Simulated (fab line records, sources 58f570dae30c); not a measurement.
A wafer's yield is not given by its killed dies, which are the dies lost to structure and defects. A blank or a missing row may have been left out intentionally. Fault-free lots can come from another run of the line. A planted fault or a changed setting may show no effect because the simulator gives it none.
fab line records ; flow berkeleyCmos170 ; part 1 of 2: steps 1 to 29 of 42
record: lots: 5; wafers: 15; lastDay: 11
route steps=331 shown M2@280 V2@292 M3@309
lots that met no fault: taken from a fault-free run of the same line
startH: start of the lot's first displayed wafer, in hours after the record's first day ; waitH: how many hours have passed since the lot's step before this one ; " identical to the entry in the row above ; L1.1+2: several wafers, shown together as one row ; - value missing, or start not given ; * or withheld: withheld ; < > ~ a bound
route shown NAME@n: a module of which the file shows steps, and the number in the route of the first ; usual: average and standard deviation across the fault-free wafers ; same: alike in all rows ; chamber/n: place in a boat ; sites: the reading at each site ; _std_site: how widely they spread, as a standard deviation ; _edge_site: mean of outer sites minus mean of inner sites ; radiusMm: how far each site lies from the wafer's centre ; mask NAME#n: copy n ; behind: tool/chamber where the wafer was last shaped ; hold: why the lot went on hold/how many hours it stayed there/how the hold came to an end ; device: names the non-switching transistor (n, p or np) ; end of line: tests run on the same wafers once the route is complete ; where a step has no rows: the recipe by itself ; killed: the dies lost at the first sort to structure and to defects; this is not the yield of the wafer ; map: dies across one wafer; x = killed, . = not, _ = none there
set.NAME: the setting as run; set.NAME@STEP: as run at that earlier step ; model.NAME: the simulator's own value behind a step, which no gauge read
lots at some steps of the route; a table a step, a row a wafer
services: when a tool's chamber went out of use (startH, in hours from the record's first day, below 0 if earlier), for how many hours, and the reason
== steps ==
step: UCB170_M2_COAT_09
recipe: resist: BARC; tempC: withheld; timeS: withheld; spinRpm: 3000; resistThkNm: withheld
lot.wafer;tool;chamber;startH;waitH
L083.1+3+6;lithoTrack-01;0;199.14;0.2
L085.1+4+5;lithoTrack-01;0;216.47;0.1
L091.1+5+6;lithoTrack-02;0;234.04;0.0
L095.3+5+6;lithoTrack-01;0;260.91;0.2
L096.1+4+5;lithoTrack-02;0;261.14;0.0
step: UCB170_M2_COAT_10
recipe: resist: KrF; spinRpm: 1500; resistThkNm: 900
lot.wafer;tool;chamber;startH;waitH
L083.1+3+6;lithoTrack-01;0;-;-
L085.1+4+5;lithoTrack-01;0;-;-
L091.1+5+6;lithoTrack-02;0;-;-
L095.3+5+6;lithoTrack-01;0;-;-
L096.1+4+5;lithoTrack-02;0;-;-
step: UCB170_M2_SOFTBAKE_11
recipe: resist: KrF; tempC: 130; timeS: 57.23
lot.wafer;tool;chamber;startH;waitH
L083.1+3+6;lithoTrack-01;0;-;-
L085.1+4+5;lithoTrack-01;0;-;-
L091.1+5+6;lithoTrack-02;0;-;-
L095.3+5+6;lithoTrack-01;0;-;-
L096.1+4+5;lithoTrack-02;0;-;-
step: UCB170_M2_EXPOSE_12
recipe: maskId: METAL2; targetCdNm: 700; na: 0.5; sigmaOuter: 0.6; sourceShape: conventional; doseMj: 26
same: na: 0.5
lot.wafer;tool;chamber;startH;waitH;mask
L083.1+3+6;krfScanner-02;0;199.71;-;METAL2#0
L085.1+4+5;krfScanner-02;0;217.18;-;METAL2#0
L091.1+5+6;krfScanner-01;0;234.61;-;METAL2#0
L095.3+5+6;krfScanner-01;0;261.48;-;METAL2#0
L096.1+4+5;krfScanner-01;0;261.59;-;METAL2#0
step: UCB170_M2_PEB_13
recipe: pebTempC: 130; pebTimeS: withheld; resist: KrF
lot.wafer;tool;chamber;startH;waitH
L083.1+3+6;lithoTrack-02;0;200.23;0.5
L085.1+4+5;lithoTrack-01;0;217.37;0.2
L091.1+5+6;lithoTrack-02;0;234.73;0.1
L095.3+5+6;lithoTrack-01;0;261.60;0.1
L096.1+4+5;lithoTrack-04;0;261.70;0.1
step: UCB170_M2_DEVELOP_14
recipe: developer: TMAH; developTimeS: 45; resist: KrF; devTempC: 21
lot.wafer;tool;chamber;startH;waitH
L083.1+3+6;lithoTrack-02;0;-;-
L085.1+4+5;lithoTrack-01;0;-;-
L091.1+5+6;lithoTrack-02;0;-;-
L095.3+5+6;lithoTrack-01;0;-;-
L096.1+4+5;lithoTrack-04;0;-;-
step: UCB170_M2_CD_MEAS_15
recipe: targetCdNm: 700
usual: cdNm: 699.7/1.6
lot.wafer;tool;chamber;startH;waitH;cdNm
L083.1;cdSem-02;-;200.51;-;700.8
L083.3;cdSem-02;-;200.51;-;699.5
L083.6;cdSem-02;-;200.51;-;700.7
L085.1;cdSem-01;-;217.65;-;697.1
L085.4;cdSem-01;-;217.65;-;697.8
L085.5;cdSem-01;-;217.65;-;698.1
L091.1;cdSem-02;-;235.00;-;702.3
L091.5;cdSem-02;-;235.00;-;700.7
L091.6;cdSem-02;-;235.00;-;701.8
L095.3;cdSem-01;-;261.87;-;698.2
L095.5;cdSem-01;-;261.87;-;698.6
L095.6;cdSem-01;-;261.87;-;698.7
L096.1;cdSem-01;-;261.98;-;699.1
L096.4;cdSem-01;-;261.98;-;697.6
L096.5;cdSem-01;-;261.98;-;697.2
step: UCB170_M2_OVL_MEAS_16
usual: M2_OVL: -2/5.6
lot.wafer;tool;chamber;startH;waitH;M2_OVL[nm]
L083.1;overlay-02;-;200.63;0.1;-6
L083.3;overlay-02;-;200.63;0.1;0
L083.6;overlay-02;-;200.63;0.1;-2
L085.1;overlay-01;-;217.77;0.1;2
L085.4;overlay-01;-;217.77;0.1;1
L085.5;overlay-01;-;217.77;0.1;4
L091.1;overlay-02;-;235.12;0.1;-10
L091.5;overlay-02;-;235.12;0.1;-4
L091.6;overlay-02;-;235.12;0.1;-4
L095.3;overlay-01;-;261.96;0.1;1
L095.5;overlay-01;-;261.96;0.1;4
L095.6;overlay-01;-;261.96;0.1;5
L096.1;overlay-02;-;262.10;0.1;-7
L096.4;overlay-02;-;262.10;0.1;-8
L096.5;overlay-02;-;262.10;0.1;-14
step: UCB170_M2_ETCH_17
recipe: chemistry: N2/H2; targetDepthA: withheld; overetchA: withheld; target: BARC; timeS: withheld; sourceW: 500; biasW: 100; pressureMtorr: 30; n2FlowSccm: 100; h2FlowSccm: 200
usual: drypumpMotorCurrentA: 5.8/0.5; h2FlowSccm: 200.0/0.61; oesProductAu: 1.006/0.014; rfFwdPowerW: 494.4/2.4; throttleValvePct: 13.20/0.24
lot.wafer;tool;chamber;startH;waitH;drypumpMotorCurrentA;h2FlowSccm;oesProductAu;rfFwdPowerW;throttleValvePct
L083.1;rieDiel-01;0;200.67;0.0;5.5;199.5;1.007;500.3;13.31
L083.3;rieDiel-01;3;200.67;0.0;5.8;199.9;1.036;495.8;12.90
L083.6;rieDiel-01;0;200.67;0.0;5.5;200.3;0.998;497.9;13.32
L085.1;rieDiel-01;1;217.80;0.0;5.4;200.1;0.990;491.4;13.40
L085.4;rieDiel-01;2;217.80;0.0;6.5;200.5;1.005;497.4;12.91
L085.5;rieDiel-01;1;217.80;0.0;5.4;199.1;0.985;486.2;13.41
L091.1;rieDiel-01;3;235.16;0.0;5.8;199.1;1.007;497.0;12.93
L091.5;rieDiel-01;2;235.16;0.0;6.6;199.8;1.018;494.0;12.90
L091.6;rieDiel-01;3;235.16;0.0;5.8;199.9;1.018;497.4;12.90
L095.3;rieDiel-01;2;261.99;0.0;6.6;199.5;1.016;498.1;12.91
L095.5;rieDiel-01;1;261.99;0.0;5.4;200.0;0.999;491.3;13.42
L095.6;rieDiel-01;0;261.99;0.0;5.5;199.7;0.999;498.6;13.32
L096.1;rieDiel-02;0;262.14;0.0;5.7;201.1;0.981;494.6;13.49
L096.4;rieDiel-02;2;262.14;0.0;6.7;198.8;0.989;491.6;13.24
L096.5;rieDiel-02;2;262.14;0.0;6.7;199.3;0.984;491.9;13.23
step: UCB170_M2_METAL_ETCH_18
recipe: chemistry: Cl2/BCl3; target: Al; stopOn: SiO2; pressureMtorr: 12; targetDepthA: 11700; overEtchFrac: 0.3; timeS: 195; icpW: 600; biasW: 120; Cl2_flow_sccm: 90; bcl3FlowSccm: 45
usual: drypumpMotorCurrentA: 5.5/0.3; oesProductAu: 0.853/0.017; rfFwdPowerW: 598.0/1.8; throttleValvePct: 24.36/0.2
lot.wafer;tool;chamber;startH;waitH;drypumpMotorCurrentA;oesProductAu;rfFwdPowerW;rfHoursCounterH;throttleValvePct
L083.1;rieMetal-04;0;200.71;-;5.1;0.867;599.6;8;24.22
L083.3;rieMetal-04;0;200.71;-;5.1;0.865;597.0;-;24.24
L083.6;rieMetal-04;0;200.71;-;5.1;0.859;600.1;-;24.21
L085.1;rieMetal-01;0;217.85;-;5.7;0.831;597.8;8;24.28
L085.4;rieMetal-01;0;217.85;-;5.7;0.833;595.8;-;24.27
L085.5;rieMetal-01;1;217.85;-;5.6;0.878;600.3;-;24.73
L091.1;rieMetal-04;1;235.20;-;5.2;0.831;595.3;1;24.23
L091.5;rieMetal-04;0;235.20;-;5.1;0.856;596.4;-;24.22
L091.6;rieMetal-04;1;235.20;-;5.2;0.819;598.0;-;24.22
L095.3;rieMetal-04;0;262.09;-;5.1;0.848;596.6;-;24.23
L095.5;rieMetal-04;1;262.09;-;5.2;0.828;594.9;-;24.21
L095.6;rieMetal-04;0;262.09;-;5.1;0.861;596.6;-;24.23
L096.1;rieMetal-01;1;262.18;-;5.5;0.873;596.6;5;24.73
L096.4;rieMetal-01;1;262.18;-;5.5;0.867;596.5;-;24.74
L096.5;rieMetal-01;1;262.18;-;5.6;0.870;594.6;-;24.74
step: UCB170_M2_STRIP_19
recipe: chemistry: O2; powerW: 400; pressureMtorr: 3500; platenTempC: withheld; o2FlowSccm: 400; overashFraction: 0.5
usual: drypumpMotorCurrentA: 5.6/0.57; oesProductAu: 0.544/0.022
lot.wafer;tool;chamber;startH;waitH;drypumpMotorCurrentA;oesProductAu;rfHoursCounterH
L083.1;plasmaAsher-02;0;200.89;0.1;5.3;0.515;50
L083.3;plasmaAsher-02;0;200.89;0.1;5.2;0.524;-
L083.6;plasmaAsher-02;0;200.89;0.1;5.3;0.514;-
L085.1;plasmaAsher-01;1;218.03;0.1;5.4;0.586;11
L085.4;plasmaAsher-01;0;218.03;0.1;6.5;0.581;-
L085.5;plasmaAsher-01;0;218.03;0.1;6.5;0.537;-
L091.1;plasmaAsher-02;0;235.39;0.1;5.2;0.553;54
L091.5;plasmaAsher-02;0;235.39;0.1;5.3;0.509;-
L091.6;plasmaAsher-02;1;235.39;0.1;5.8;0.566;-
L095.3;plasmaAsher-04;0;262.25;0.1;4.7;0.513;-
L095.5;plasmaAsher-04;0;262.25;0.1;4.7;0.540;-
L095.6;plasmaAsher-04;1;262.25;0.1;6.0;0.496;-
L096.1;plasmaAsher-01;1;262.37;0.1;5.4;0.538;16
L096.4;plasmaAsher-01;0;262.37;0.1;6.5;0.539;-
L096.5;plasmaAsher-01;0;262.37;0.1;6.5;0.539;-
step: UCB170_M2_CD_MEAS_90
recipe: targetCdNm: 700
usual: cdNm: 698.0/2.7
lot.wafer;tool;chamber;startH;waitH;cdNm
L083.1;cdSem-02;-;200.99;0.1;697.8
L083.3;cdSem-02;-;200.99;0.1;697.4
L083.6;cdSem-02;-;200.99;0.1;699.3
L085.1;cdSem-02;-;218.14;0.1;694.0
L085.4;cdSem-02;-;218.14;0.1;694.2
L085.5;cdSem-02;-;218.14;0.1;695.0
L091.1;cdSem-02;-;235.49;0.1;698.8
L091.5;cdSem-02;-;235.49;0.1;697.9
L091.6;cdSem-02;-;235.49;0.1;700.3
L095.3;cdSem-02;-;262.36;0.1;696.9
L095.5;cdSem-02;-;262.36;0.1;699.1
L095.6;cdSem-02;-;262.36;0.1;698.7
L096.1;cdSem-01;-;262.47;0.1;697.0
L096.4;cdSem-01;-;262.47;0.1;692.9
L096.5;cdSem-01;-;262.47;0.1;695.3
step: UCB170_V2_CVD_00
recipe: material: SiO2; targetThkNm: 2000; tempC: 390; precursor: TEOS/O2; timeS: 250; rfW: 550; pressureMtorr: 9000
usual: heaterPowerW: 225/51; rfFwdPowerW: 548.6/1.6
lot.wafer;tool;chamber;startH;waitH;heaterPowerW;rfFwdPowerW
L083.1;pecvd-04;2;201.11;0.1;327;548.8
L083.3;pecvd-04;1;201.11;0.1;185;548.4
L083.6;pecvd-04;1;201.11;0.1;237;548.9
L085.1;pecvd-04;0;218.26;0.1;255;549.0
L085.4;pecvd-04;0;218.26;0.1;308;551.3
L085.5;pecvd-04;1;218.26;0.1;158;547.8
L091.1;pecvd-01;1;235.61;0.1;256;547.0
L091.5;pecvd-01;2;235.61;0.1;153;547.0
L091.6;pecvd-01;0;235.61;0.1;223;547.6
L095.3;pecvd-04;0;262.44;0.1;275;549.2
L095.5;pecvd-04;2;262.44;0.1;244;550.3
L095.6;pecvd-04;0;262.44;0.1;223;549.8
L096.1;pecvd-03;1;262.59;0.1;223;548.5
L096.4;pecvd-03;1;262.59;0.1;156;550.2
L096.5;pecvd-03;2;262.59;0.1;265;550.4
step: UCB170_V2_THK_MEAS_01
recipe: reads: SiO2_of_V2_CVD_00
usual: V2_TEOS_THK: 2004/28
lot.wafer;tool;chamber;startH;waitH;V2_TEOS_THK[nm]
L083.1;filmMetro-01;-;201.27;0.1;2040
L083.3;filmMetro-01;-;201.27;0.1;1983
L083.6;filmMetro-01;-;201.27;0.1;2010
L085.1;filmMetro-03;-;218.42;0.1;2008
L085.4;filmMetro-03;-;218.42;0.1;2050
L085.5;filmMetro-03;-;218.42;0.1;2004
L091.1;filmMetro-03;-;235.76;0.1;1950
L091.5;filmMetro-03;-;235.76;0.1;2020
L091.6;filmMetro-03;-;235.76;0.1;1994
L095.3;filmMetro-03;-;262.61;0.1;1997
L095.5;filmMetro-03;-;262.61;0.1;2061
L095.6;filmMetro-03;-;262.61;0.1;2035
L096.1;filmMetro-01;-;262.74;0.1;1979
L096.4;filmMetro-01;-;262.74;0.1;2030
L096.5;filmMetro-01;-;262.74;0.1;2012
step: UCB170_V2_CMP_02
recipe: material: SiO2; downForcePsi: 6; platenRpm: 60; padVelocityMS: 0.75398
usual: motorCurrentA: 16.9/1.8
lot.wafer;tool;chamber;startH;waitH;motorCurrentA
L083.1;cmp-02;2;201.38;0.1;17.4
L083.3;cmp-02;0;201.38;0.1;14.3
L083.6;cmp-02;1;201.38;0.1;15.5
L085.4;cmp-01;3;218.58;0.1;17.9
L085.1;cmp-01;0;218.58;0.1;19.4
L085.5;cmp-01;2;218.58;0.1;16.4
L091.1;cmp-01;2;235.82;0.1;16.4
L091.5;cmp-01;2;235.82;0.1;16.2
L091.6;cmp-01;3;235.82;0.1;17.9
L095.3;cmp-01;1;262.80;0.2;15.2
L095.6;cmp-01;2;262.80;0.2;16.8
L095.5;cmp-01;3;262.80;0.2;18.7
L096.4;cmp-02;3;262.85;0.1;18.7
L096.1;cmp-02;1;262.85;0.1;15.6
L096.5;cmp-02;3;262.85;0.1;18.3
step: UCB170_V2_BOW_MEAS_03
recipe: mode: bow
usual: V2_BOW: 37/7.5
lot.wafer;tool;chamber;startH;waitH;V2_BOW[um]
L083.1;filmMetro-01;-;201.63;0.2;29
L083.3;filmMetro-01;-;201.63;0.2;38
L083.6;filmMetro-01;-;201.63;0.2;32
L085.1;filmMetro-01;-;218.80;0.1;32
L085.4;filmMetro-01;-;218.80;0.1;33
L085.5;filmMetro-01;-;218.80;0.1;46
L091.1;filmMetro-02;-;236.12;0.2;51
L091.5;filmMetro-02;-;236.12;0.2;32
L091.6;filmMetro-02;-;236.12;0.2;36
L095.3;filmMetro-02;-;262.99;0.1;48
L095.5;filmMetro-02;-;262.99;0.1;49
L095.6;filmMetro-02;-;262.99;0.1;39
L096.1;filmMetro-03;-;263.10;0.1;33
L096.4;filmMetro-03;-;263.10;0.1;41
L096.5;filmMetro-03;-;263.10;0.1;41
step: UCB170_V2_THK_MEAS_04
recipe: reads: SiO2_of_V2_CVD_00
usual: V2_POLISHED_THK: 1000.4/0.97
lot.wafer;tool;chamber;startH;waitH;V2_POLISHED_THK[nm]
L083.1;filmMetro-01;-;201.75;0.1;1000.2
L083.3;filmMetro-01;-;201.75;0.1;999.8
L083.6;filmMetro-01;-;201.75;0.1;999.8
L085.1;filmMetro-01;-;218.92;0.1;1000.4
L085.4;filmMetro-01;-;218.92;0.1;1001.3
L085.5;filmMetro-01;-;218.92;0.1;1000.9
L091.1;filmMetro-02;-;236.24;0.1;1000.3
L091.5;filmMetro-02;-;236.24;0.1;1002.0
L091.6;filmMetro-02;-;236.24;0.1;999.4
L095.3;filmMetro-02;-;263.09;0.1;1000.5
L095.5;filmMetro-02;-;263.09;0.1;1001.0
L095.6;filmMetro-02;-;263.09;0.1;1001.0
L096.1;filmMetro-03;-;263.22;0.1;1001.2
L096.4;filmMetro-03;-;263.22;0.1;998.7
L096.5;filmMetro-03;-;263.22;0.1;1000.2
step: UCB170_V2_CLEAN_05
recipe: chemistry: DIW
lot.wafer;tool;chamber;startH;waitH
L083.1+3+6;wetBench-04;3;201.81;0.1
L085.1+4+5;wetBench-01;0;218.98;0.1
L091.1+5+6;wetBench-01;0;236.30;0.1
L095.3+5+6;wetBench-03;0;263.13;0.0
L096.1+4+5;wetBench-04;0;263.28;0.1
step: UCB170_V2_HMDS_06
recipe: primeTimeS: 60; primeTempC: 100
usual: primeTempC: 99.97/0.13
same: primeTimeS: 60
lot.wafer;tool;chamber;startH;waitH;primeTempC
L083.1;lithoTrack-03;0;202.64;0.5;99.78
L083.3;lithoTrack-03;0;202.64;0.5;100.00
L083.6;lithoTrack-03;0;202.64;0.5;99.83
L085.1;lithoTrack-03;0;219.43;0.3;99.91
L085.4;lithoTrack-03;0;219.43;0.3;100.11
L085.5;lithoTrack-03;0;219.43;0.3;99.99
L091.1;lithoTrack-03;0;237.04;0.5;100.10
L091.5;lithoTrack-03;0;237.04;0.5;100.09
L091.6;lithoTrack-03;0;237.04;0.5;99.97
L095.3;lithoTrack-04;0;263.37;0.1;100.03
L095.5;lithoTrack-04;0;263.37;0.1;100.04
L095.6;lithoTrack-04;0;263.37;0.1;99.85
L096.1;lithoTrack-01;0;263.46;0.0;99.85
L096.4;lithoTrack-01;0;263.46;0.0;100.01
L096.5;lithoTrack-01;0;263.46;0.0;99.80
step: UCB170_V2_COAT_07
recipe: resist: KrF; spinRpm: 1500; resistThkNm: 900
lot.wafer;tool;chamber;startH;waitH
L083.1+3+6;lithoTrack-03;0;202.79;0.1
L085.1+4+5;lithoTrack-03;0;219.58;0.1
L091.1+5+6;lithoTrack-03;0;237.19;0.1
L095.3+5+6;lithoTrack-04;0;263.52;0.1
L096.1+4+5;lithoTrack-01;0;263.61;0.1
step: UCB170_V2_SOFTBAKE_08
recipe: resist: KrF; tempC: 130; timeS: 60
lot.wafer;tool;chamber;startH;waitH
L083.1+3+6;lithoTrack-03;0;202.94;0.1
L085.1+4+5;lithoTrack-03;0;219.73;0.1
L091.1+5+6;lithoTrack-03;0;237.34;0.1
L095.3+5+6;lithoTrack-04;0;263.67;0.1
L096.1+4+5;lithoTrack-01;0;263.76;0.1
step: UCB170_V2_EXPOSE_09
recipe: maskId: VIA2; targetCdNm: 700; na: 0.5; sigmaOuter: 0.6; sourceShape: conventional; doseMj: 37
same: na: 0.5
lot.wafer;tool;chamber;startH;waitH;mask
L083.1+3+6;krfScanner-02;0;203.30;0.3;VIA2#0
L085.1+4+5;krfScanner-01;0;220.00;0.2;VIA2#0
L091.1+5+6;krfScanner-01;0;237.49;0.1;VIA2#0
L095.3+5+6;krfScanner-02;0;263.81;0.1;VIA2#0
L096.1+4+5;krfScanner-01;0;264.03;0.2;VIA2#0
step: UCB170_V2_PEB_10
recipe: pebTempC: 130; pebTimeS: withheld; resist: KrF
lot.wafer;tool;chamber;startH;waitH
L083.1+3+6;lithoTrack-03;0;204.09;0.8
L085.1+4+5;lithoTrack-01;0;220.35;0.3
L091.1+5+6;lithoTrack-03;0;237.94;0.4
L095.3+5+6;lithoTrack-03;0;263.94;0.1
L096.1+4+5;lithoTrack-03;0;264.16;0.1
step: UCB170_V2_DEVELOP_11
recipe: developer: TMAH; developTimeS: 45; resist: KrF; devTempC: 21
lot.wafer;tool;chamber;startH;waitH
L083.1+3+6;lithoTrack-03;0;-;-
L085.1+4+5;lithoTrack-01;0;-;-
L091.1+5+6;lithoTrack-03;0;-;-
L095.3+5+6;lithoTrack-03;0;-;-
L096.1+4+5;lithoTrack-03;0;-;-
step: UCB170_V2_CD_MEAS_12
recipe: targetCdNm: 700
usual: cdNm: 700.0/1.2
lot.wafer;tool;chamber;startH;waitH;cdNm
L083.1;cdSem-01;-;204.36;-;699.9
L083.3;cdSem-01;-;204.36;-;700.9
L083.6;cdSem-01;-;204.36;-;700.5
L085.1;cdSem-01;-;220.63;-;700.6
L085.4;cdSem-01;-;220.63;-;700.2
L085.5;cdSem-01;-;220.63;-;700.3
L091.1;cdSem-01;-;238.21;-;701.1
L091.5;cdSem-01;-;238.21;-;700.8
L091.6;cdSem-01;-;238.21;-;701.9
L095.3;cdSem-01;-;264.20;-;697.9
L095.5;cdSem-01;-;264.20;-;698.5
L095.6;cdSem-01;-;264.20;-;698.5
L096.1;cdSem-02;-;264.44;-;700.2
L096.4;cdSem-02;-;264.44;-;700.8
L096.5;cdSem-02;-;264.44;-;699.9
step: UCB170_V2_OVL_MEAS_13
usual: V2_OVL: 1/4.6
lot.wafer;tool;chamber;startH;waitH;V2_OVL[nm]
L083.1;overlay-01;-;204.48;0.1;1
L083.3;overlay-01;-;204.48;0.1;1
L083.6;overlay-01;-;204.48;0.1;-4
L085.1;overlay-01;-;220.75;0.1;5
L085.4;overlay-01;-;220.75;0.1;6
L085.5;overlay-01;-;220.75;0.1;6
L091.1;overlay-02;-;238.33;0.1;1
L091.5;overlay-02;-;238.33;0.1;1
L091.6;overlay-02;-;238.33;0.1;5
L095.3;overlay-01;-;264.30;0.1;-5
L095.5;overlay-01;-;264.30;0.1;-8
L095.6;overlay-01;-;264.30;0.1;-8
L096.1;overlay-02;-;264.56;0.1;4
L096.4;overlay-02;-;264.56;0.1;5
L096.5;overlay-02;-;264.56;0.1;8
step: UCB170_V2_ETCH_14
recipe: chemistry: CHF3/CF4/Ar; target: SiO2; stopOn: Al; CHF3_flow_sccm: 45; cf4FlowSccm: 15; Ar_flow_sccm: 150; pressureMtorr: 200; rfW: 700; targetDepthA: 12500; overEtchFrac: 0.25; timeS: 291
usual: drypumpMotorCurrentA: 5.8/0.49; oesProductAu: 0.879/0.0092; rfFwdPowerW: 698.4/2.1; throttleValvePct: 6.89/0.12
lot.wafer;tool;chamber;startH;waitH;drypumpMotorCurrentA;oesProductAu;rfFwdPowerW;rfHoursCounterH;throttleValvePct
L083.1;rieDiel-04;1;204.52;0.0;5.9;0.878;696.7;2;6.99
L083.3;rieDiel-04;3;204.52;0.0;5.1;0.897;696.4;137;6.98
L083.6;rieDiel-04;0;204.52;0.0;6.0;0.876;700.1;-;6.89
L085.1;rieDiel-01;0;220.78;0.0;5.5;0.874;697.5;68;6.94
L085.4;rieDiel-01;2;220.78;0.0;6.5;0.889;699.7;67;6.72
L085.5;rieDiel-01;1;220.78;0.0;5.4;0.877;695.1;-;6.95
L091.1;rieDiel-01;2;238.37;0.0;6.5;0.888;698.1;69;6.75
L091.5;rieDiel-01;1;238.37;0.0;5.4;0.872;692.6;-;6.93
L091.6;rieDiel-01;2;238.37;0.0;6.6;0.875;696.9;-;6.72
L095.3;rieDiel-02;3;264.32;0.0;5.5;0.884;697.1;113;6.81
L095.5;rieDiel-02;0;264.32;0.0;5.7;0.879;693.5;-;7.07
L095.6;rieDiel-02;1;264.32;0.0;5.3;0.878;696.3;-;6.72
L096.1;rieDiel-01;2;264.59;0.0;6.5;0.886;698.8;70;6.74
L096.4;rieDiel-01;1;264.59;0.0;5.4;0.870;697.5;7;6.92
L096.5;rieDiel-01;2;264.59;0.0;6.5;0.883;700.0;-;6.73
step: UCB170_V2_STRIP_15
recipe: chemistry: O2; powerW: 400; pressureMtorr: 3500; platenTempC: withheld; o2FlowSccm: 390.8; overashFraction: 0.5
usual: drypumpMotorCurrentA: 5.8/0.56; oesProductAu: 0.720/0.0048; stripTimeToEndpointS: 15.38/0.11
lot.wafer;tool;chamber;startH;waitH;drypumpMotorCurrentA;oesProductAu;rfHoursCounterH;stripTimeToEndpointS
L083.1;plasmaAsher-03;0;204.70;0.1;5.4;0.723;42;15.33
L083.3;plasmaAsher-03;1;204.70;0.1;6.2;0.715;-;15.78
L083.6;plasmaAsher-03;0;204.70;0.1;5.4;0.720;-;15.46
L085.1;plasmaAsher-03;0;220.96;0.1;5.4;0.719;44;15.42
L085.4;plasmaAsher-03;0;220.96;0.1;5.4;0.731;-;15.38
L085.5;plasmaAsher-03;1;220.96;0.1;6.2;0.725;-;15.52
L091.1;plasmaAsher-01;0;238.55;0.1;6.5;0.711;13;15.43
L091.5;plasmaAsher-01;1;238.55;0.1;5.4;0.714;-;15.47
L091.6;plasmaAsher-01;0;238.55;0.1;6.5;0.714;-;15.43
L095.3;plasmaAsher-03;1;264.53;0.1;6.2;0.723;-;15.37
L095.5;plasmaAsher-03;1;264.53;0.1;6.2;0.717;-;15.33
L095.6;plasmaAsher-03;0;264.53;0.1;5.4;0.711;-;15.10
L096.1;plasmaAsher-03;0;264.77;0.1;5.4;0.723;49;15.39
L096.4;plasmaAsher-03;0;264.77;0.1;5.4;0.719;-;15.31
L096.5;plasmaAsher-03;1;264.77;0.1;6.2;0.721;-;15.39
step: UCB170_V2_CD_MEAS_90
recipe: targetCdNm: 700
usual: cdNm: 699.8/1.3
lot.wafer;tool;chamber;startH;waitH;cdNm
L083.1;cdSem-01;-;204.80;0.1;699.6
L083.3;cdSem-01;-;204.80;0.1;700.6
L083.6;cdSem-01;-;204.80;0.1;701.7
L085.1;cdSem-01;-;221.06;0.1;701.0
L085.4;cdSem-01;-;221.06;0.1;699.5
L085.5;cdSem-01;-;221.06;0.1;700.3
L091.1;cdSem-02;-;238.65;0.1;699.7
L091.5;cdSem-02;-;238.65;0.1;699.9
L091.6;cdSem-02;-;238.65;0.1;700.0
L095.3;cdSem-01;-;264.64;0.1;697.2
L095.5;cdSem-01;-;264.64;0.1;699.4
L095.6;cdSem-01;-;264.64;0.1;698.9
L096.1;cdSem-02;-;264.87;0.1;699.7
L096.4;cdSem-02;-;264.87;0.1;699.8
L096.5;cdSem-02;-;264.87;0.1;698.6
